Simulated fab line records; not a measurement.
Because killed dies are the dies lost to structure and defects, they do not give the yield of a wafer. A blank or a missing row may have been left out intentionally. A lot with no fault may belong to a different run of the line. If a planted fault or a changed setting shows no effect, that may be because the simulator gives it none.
Lot-split experiment    flow ritCmos    on a route of 202 steps: 5 lots, 23 wafers read

## ABOUT THE SPLIT
At RIT_PRETRO_SOFTBAKE_02 (time 60 s), the setting tempC was moved away from the recipe's 90 C on 11 of the 23 wafers read, by -3.4% to +4.1%. For the rest of the wafers, this setting stayed at what the recipe calls for.

## FROM THE SPLIT TO THE READING: what the file shows between them, 2 steps
- RIT_PRETRO_EXPOSE_03: exposes mask M5, target cd 43700 nm
- RIT_PRETRO_PEB_04

## THE READING
NOVOLAK_of_PRETRO_COAT_01.thkNm (the simulator's own value, which no gauge read), in nm, at RIT_PRETRO_DEVELOP_05 (develop time 68 s). The file gives no usual value for it. The 12 wafers here that ran the recipe average 1298 nm, standard deviation 4.3 nm.

wafer   tool, chamber at the split  tempC as run, C  against the recipe  NOVOLAK_of_PRETRO_COAT_01.thkNm, nm  against lot-mates on the recipe
L077.1  lithoTrack-01, 0            90               recipe              1300                                 -
L077.3  lithoTrack-01, 0            90               recipe              1300                                 -
L077.2  lithoTrack-01, 0            90               recipe              1307                                 -
L081.1  lithoTrack-02, 0            93.7             +4.1%               1283                                 -12
L081.2  lithoTrack-02, 0            93.7             +4.1%               1288                                 -7
L081.3  lithoTrack-02, 0            90               recipe              1293                                 -
L081.4  lithoTrack-02, 0            90               recipe              1297                                 -
L081.6  lithoTrack-02, 0            93.7             +4.1%               1286                                 -9
L082.2  lithoTrack-02, 0            90               recipe              1296                                 -
L082.3  lithoTrack-02, 0            90               recipe              1301                                 -
L082.5  lithoTrack-02, 0            90               recipe              1301                                 -
L082.4  lithoTrack-02, 0            92.59            +2.9%               1291                                 -8
L082.6  lithoTrack-02, 0            92.59            +2.9%               1289                                 -10
L083.1  lithoTrack-02, 0            91.65            +1.8%               1288                                 -5
L083.4  lithoTrack-02, 0            91.65            +1.8%               1288                                 -5
L083.3  lithoTrack-02, 0            91.65            +1.8%               1284                                 -9
L083.5  lithoTrack-02, 0            90               recipe              1290                                 -
L083.6  lithoTrack-02, 0            90               recipe              1296                                 -
L084.1  lithoTrack-03, 0            90               recipe              1300                                 -
L084.2  lithoTrack-03, 0            90               recipe              1295                                 -
L084.3  lithoTrack-03, 0            86.91            -3.4%               1312                                 +14
L084.5  lithoTrack-03, 0            86.91            -3.4%               1313                                 +16
L084.6  lithoTrack-03, 0            86.91            -3.4%               1310                                 +12

THE FIT
A straight line over all 23 wafers: NOVOLAK_of_PRETRO_COAT_01.thkNm changes by -3.57 nm for each +1% of tempC; r = -0.89; the points scatter about the line by 4.1 nm.
The same after taking each lot's own level away (the mean of its wafers on the recipe; 23 wafers): -3.2 nm for each +1%; r = -0.93; scatter 2.9 nm.
Per that fit: largest tempC move, reading shift of 13 nm.
From 1293.0 to 1302.3 nm: that is the span of the lots' own levels, equal to 2.2 times the standard deviation above.
In other words, the slope is changed by the lot-to-lot level; the two fits disagree.
Check: with one of the wafers moved furthest among these (+4.1%) left out of the fit, the line predicts -12.4 nm for it against its lot-mates. It came out at -12 nm against them.

## THESE WAFERS: OTHER SPLITS
These wafers also went through other splits before the reading. Each is held against what the fit with the lots' levels taken away leaves over:
other split on the same wafers  wafers away from the commonest value  r with NOVOLAK_of_PRETRO_COAT_01.thkNm (lot level and that fit taken away)
RIT_ACTIVE_CVD_03 tempC         10                                    +0.25
RIT_ACTIVE_ETCH_13 timeS        8                                     -0.16
RIT_FOX2_OXIDATION_00 tempC     18                                    +0.14
RIT_NWELL_COAT_01 resistThkNm   9                                     +0.00
RIT_NWELL_HARDBAKE_07 tempC     9                                     -0.27
RIT_PWELL_IMPLANT_08 doseCm2    5                                     +0.16

## THE FILE'S OWN FIT
NOVOLAK_of_PRETRO_COAT_01.thkNm changes by -3.12 nm for each +1% of tempC, r = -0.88.
